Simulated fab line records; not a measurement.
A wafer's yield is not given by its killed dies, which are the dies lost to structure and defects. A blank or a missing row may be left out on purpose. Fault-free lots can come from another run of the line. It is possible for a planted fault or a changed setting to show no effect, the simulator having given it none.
Commonality check across tools | flow rit-cmos | Lots sampled 14, wafers sampled 42

== WHY IT WAS OPENED ==
2 of 14 lots carry a flag on the reading NSD_RS at RIT_SDANNEAL_RS_MEAS_05. Fault-free wafers read 84.41 ohm/sq, with a standard deviation of 0.28.
Rule: a lot is flagged in two cases, either no wafer of it has a number, or all its wafers with numbers fall more than 4 standard deviations from that mean. As for the other lots, they are considered sound.

lot  | measured    | on            | NSD_RS (ohm/sq), wafer by wafer | flag
L220 | day 3 08:30 | film-metro-04 | 84.81 84.03 84.51               |
L221 | day 3 15:47 | film-metro-04 | 84.13 84.62 84.49               |
L223 | day 4 03:31 | film-metro-04 | 84.00 84.48 84.11               |
L225 | day 4 13:22 | film-metro-04 | 83.97 84.18 83.91               |
L226 | day 4 18:23 | film-metro-04 | 84.10 84.17 83.88               |
L227 | day 4 20:44 | film-metro-04 | 84.79 84.97 84.75               |
L228 | day 5 00:34 | film-metro-02 | 83.80 83.63 83.65               |
L229 | day 5 09:00 | film-metro-04 | 84.63 84.71 84.55               |
L231 | day 5 17:22 | film-metro-02 | 84.71 84.36 84.73               |
L232 | day 5 22:52 | film-metro-01 | 84.35 84.40 84.35               |
L234 | day 6 05:38 | film-metro-02 | 87.47 87.31 87.51               | FLAGGED
L235 | day 6 12:10 | film-metro-04 | 84.18 84.56 84.65               |
L237 | day 7 04:01 | film-metro-01 | 84.74 84.65 84.70               |
L238 | day 7 08:38 | film-metro-02 | 87.35 87.35 87.33               | FLAGGED
Average over the flagged lots: 87.39 ohm/sq; offset from the usual +2.98 ohm/sq, equal to +11 standard deviations.

== WHICH TOOL EACH LOT WENT THROUGH ==
The record keeps 1 process step preceding the reading, out of 202 steps on the route. Cell contents, in order: the tool; ch with the chambers the sampled wafers went through; the start.
lot  | flag    | RIT_NSD_IMPLANT_08
L220 |         | implanter-02 ch 0, day 3 06:01
L221 |         | implanter-03 ch 0, day 3 13:26
L223 |         | implanter-03 ch 0, day 4 01:03
L225 |         | implanter-03 ch 0, day 4 10:12
L226 |         | implanter-03 ch 0, day 4 15:26
L227 |         | implanter-02 ch 0, day 4 17:51
L228 |         | implanter-03 ch 0, day 4 22:02
L229 |         | implanter-04 ch 0, day 5 06:38
L231 |         | implanter-04 ch 0, day 5 14:46
L232 |         | implanter-04 ch 0, day 5 20:30
L234 | FLAGGED | implanter-04 ch 0, day 6 03:10
L235 |         | implanter-03 ch 0, day 6 09:48
L237 |         | implanter-03 ch 0, day 7 01:32
L238 | FLAGGED | implanter-04 ch 0, day 7 06:06
These steps, and what they do:
- RIT_NSD_IMPLANT_08
- RIT_SDANNEAL_RS_MEAS_05: measures by four-point-probe.

== FLAGGED OVER TOTAL, TOOL BY TOOL (the gauges that took the reading come last) ==
step                    | tool          | lots run | flagged | share of the flagged lots | sound lots run after its first flagged lot
RIT_NSD_IMPLANT_08      | implanter-02  | 2        | 0       | none                      | -
RIT_NSD_IMPLANT_08      | implanter-03  | 7        | 0       | none                      | -
RIT_NSD_IMPLANT_08      | implanter-04  | 5        | 2       | all                       | 0
RIT_SDANNEAL_RS_MEAS_05 | film-metro-01 | 2        | 0       | none                      | -
RIT_SDANNEAL_RS_MEAS_05 | film-metro-02 | 4        | 2       | all                       | 0
RIT_SDANNEAL_RS_MEAS_05 | film-metro-04 | 8        | 0       | none                      | -

== WHAT IS ALLOWED BY THE TABLE ==
Every flagged lot went through 2 rows of the table: implanter-04 at RIT_NSD_IMPLANT_08 and film-metro-02 at RIT_SDANNEAL_RS_MEAS_05.
- implanter-04 at RIT_NSD_IMPLANT_08: 2 of its 5 lots flagged. Its last sound lot is L232 (day 5 20:30), its first flagged lot L234 (day 6 03:10): a fault that began between those two fits. Its own readings lie more than 4 standard deviations out on every wafer of the flagged lots: dose-ions-cm2.
- film-metro-02 at RIT_SDANNEAL_RS_MEAS_05: 2 of its 4 lots flagged. Its last sound lot is L231 (day 5 17:22), its first flagged lot L234 (day 6 05:38): a fault that began between those two fits.
Counting lots can't tell these 2 tools apart, because each fits a fault that began at some hour. More lots, or a look at what each step does to the wafer, might.

== WHAT THE SIMULATOR HAD INSERTED ==
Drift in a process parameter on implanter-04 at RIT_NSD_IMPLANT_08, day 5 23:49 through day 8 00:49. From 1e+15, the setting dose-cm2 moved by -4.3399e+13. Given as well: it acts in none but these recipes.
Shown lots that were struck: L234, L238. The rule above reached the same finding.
